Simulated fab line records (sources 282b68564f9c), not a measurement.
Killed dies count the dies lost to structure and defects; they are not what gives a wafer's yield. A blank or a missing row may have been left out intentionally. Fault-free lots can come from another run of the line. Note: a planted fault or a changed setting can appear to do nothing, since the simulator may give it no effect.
One fault seen from 2 desks :: flow rit cmos :: what lay behind the numbers comes last; until then each desk has only its own

== FROM THE METROLOGY DESK ==
What the gauges read for every lot (on any tool): the sampled wafers with a number, averaged. A lot is out of limits, marked OUT, if its mean lies more than 4 standard deviations from the usual mean; the brackets give that distance.
Columns: A = PLDD_OVL at RIT_PLDD_OVL_MEAS_06, usual 0.7 nm; B = PLDD_TW at RIT_PLDD_TW_MEAS_10, usual 2347; C = SPACER_NITRIDE_THK at RIT_SPACER_THK_MEAS_04, usual 249.8 nm
lot: L548
first seen here: day 3 18:49
A: -0.1
B: 2337
C: 252.4

lot: L553
first seen here: day 4 12:32
A: 0.1
B: 2396
C: 251.5

lot: L558
first seen here: day 5 13:41
A: -0.1
B: 2310
C: 249.2

lot: L559
first seen here: day 5 16:18
A: 0.9
B: 2315
C: 247.9

lot: L560
first seen here: day 5 22:56
A: 0.7
B: 2321
C: 246.6

lot: L561
first seen here: day 6 03:48
A: 1.0
B: 2398
C: 249.7
This desk found nothing out of limits on any of the 6 lots.

== TOOL OWNER'S DESK, rie diel-04 ==
The tool's own readings at RIT_SPACER_ETCHBACK_05 (etches Si3N4 in SF6/CHF3, stops on SiO2, target depth 250 nm, time 240 s): means of the sampled wafers that have a number, for each lot that ran on this tool. A lot is out of limits, marked OUT, if its mean lies more than 4 standard deviations from the usual mean; the brackets give that distance.
Columns: A = chamber pressure mTorr at RIT_SPACER_ETCHBACK_05, usual 40.00 mTorr; B = drypump motor current A at RIT_SPACER_ETCHBACK_05, usual 5.8 A; C = oes product au at RIT_SPACER_ETCHBACK_05, usual 0.842 a.u.; D = throttle valve pct at RIT_SPACER_ETCHBACK_05, usual 10.23 %
lot: L548
first seen here: day 3 22:00
A: 39.98
B: 5.6
C: 0.852
D: 10.16

lot: L559
first seen here: day 5 19:17
A: 40.00
B: 5.7
C: 0.775 (-4.8) OUT
D: 10.19

lot: L560
first seen here: day 6 02:48
A: 39.95
B: 5.7
C: 0.770 (-5.2) OUT
D: 10.17
Finding of this desk: L559, L560 out of limits; the first was L559 at day 5 19:17, on oes product au at RIT_SPACER_ETCHBACK_05. L548: within limits.

== TAKEN TOGETHER ==
The tool owner's desk had the chance to raise an alarm at day 5 19:17 on L559, L560.
At the metrology desk, nothing out of limits was observed.
The metrology desk holds a record of L559, L560, inside its limits.
On rie diel-04, each named lot ran RIT_SPACER_ETCHBACK_05.

== WHAT THE SIMULATOR PUT IN ==
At RIT_SPACER_ETCHBACK_05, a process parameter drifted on rie diel-04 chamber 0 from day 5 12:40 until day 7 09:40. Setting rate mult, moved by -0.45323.
Struck lots among those shown: L559, L560.
How many hours passed from the start of the fault until each desk's first out-of-limits reading: the tool owner's desk, 7.
